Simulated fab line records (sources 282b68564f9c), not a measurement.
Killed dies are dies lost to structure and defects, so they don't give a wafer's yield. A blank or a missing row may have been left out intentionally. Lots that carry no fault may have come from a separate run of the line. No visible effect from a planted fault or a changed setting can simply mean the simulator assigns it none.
8D (eight disciplines) problem report, filled in by code + flow rit cmos + the parts of the form that need people (team, actions taken, sign-off) are left out

== 1. WHAT WENT WRONG ==
Wafers free of any fault read 0.0755 ohm/sq (standard deviation 0.00076) for M1_AL_RS at RIT_M1_RS_MEAS_01, against a mean of 0.1278 ohm/sq on 2 wafers of 2 lots. That puts it +69 standard deviations away from the usual mean.
The step: measures by four-point-probe.
Earliest sighting: wafer L659.3 on film metro-01 at day 6 14:43. The record has a number at this step for 39 wafers belonging to 13 lots. Rule for "out", or "out of limits": more than 4 standard deviations from the usual mean. The rest of the wafers with a number are treated as sound.

== 2. WHAT IT IS, WHAT IT ISN'T ==
| question                    | is                           | is not                                                                                 |
|-----------------------------|------------------------------|----------------------------------------------------------------------------------------|
| which readings at this step | M1_AL_RS                     | -                                                                                      |
| which lots                  | L659, L661                   | L643, L645, L646, L647, L648, L650, L651, L654, L662, L664, L666                       |
| which wafers of those lots  | L659.3, L661.6               | L659.4, L659.6, L661.1, L661.5                                                         |
| read on which gauges        | film metro-01, film metro-02 | film metro-04                                                                          |
| when                        | from day 6 14:43             | up to then (26 sound wafers); but 11 sound wafers of L661, L662, L664, L666 came after |

== 3. SUSPECTS, AND WHAT RULES EACH OUT ==
Counting: a tool at a process step up to the reading stays a suspect if it ran every lot that is out. Sound lots after the first of them don't rule it out here, since some wafers of a struck lot are sound.
- the gauge at RIT_M1_RS_MEAS_01: ruled out. 2 gauges (film metro-01, film metro-02) read the wafers that are out.
- pvd sputter-04 at RIT_M1_SPUTTER_00 (material Al, target thk 400 nm, time 500 s): kept. It processed each lot that is out (first: L659, day 6 14:23); up to then, its last sound lot is L651 (day 4 22:14).
Left after counting: pvd sputter-04 at RIT_M1_SPUTTER_00.

== 4. THE CAUSE (what the simulator had put in) ==
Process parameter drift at RIT_M1_SPUTTER_00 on pvd sputter-04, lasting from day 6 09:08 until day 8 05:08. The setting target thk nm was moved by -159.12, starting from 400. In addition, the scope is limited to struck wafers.
Only this tool survived the counting.

== 5. SEQUENCE OF EFFECTS, ordered by route ==
Each row: a reading whose mean over the struck wafers that have a number lies more than 3 standard deviations from the usual. Readings are gone through only where the record gives a usual standard deviation; hours: the median, over the lots, of the time from a lot's start at the first step in this table giving one to that lot's start at this step; sigmas: the change measured in usual standard deviations.
| hours | step                 | reading        | usual         | on struck wafers | change  | sigmas |
|-------|----------------------|----------------|---------------|------------------|---------|--------|
| 0     | RIT_M1_RS_MEAS_01    | M1_AL_RS       | 0.0755 ohm/sq | 0.1278           | +0.0523 | +69    |
| 0     | RIT_M1_THK_MEAS_02   | M1_AL_THK      | 384 nm        | 232              | -152    | -30    |
| 2     | RIT_M1_METAL_ETCH_12 | oes product au | 0.771 a.u.    | 0.603            | -0.168  | -11    |
Here are the process steps it includes:
- RIT_M1_METAL_ETCH_12: etches Al in Cl2/BCl3, stops on SiO2, time 165 s, target depth 600 nm.

== 6. HOW IT WOULD HAVE BEEN CAUGHT EARLIER ==
The first out-of-limits reading at a measuring or inspecting step in this record came at day 6 14:43, 6 hours after the fault's start at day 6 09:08.
Tool readings at RIT_M1_SPUTTER_00 with a usual standard deviation given in the record: none out on any struck wafer, hence no alarm at a limit of 4 standard deviations on them.
Of the lots that are out (2), L661 began RIT_M1_SPUTTER_00 on pvd sputter-04 after day 6 14:43. Holding the tool at that time would have saved it.
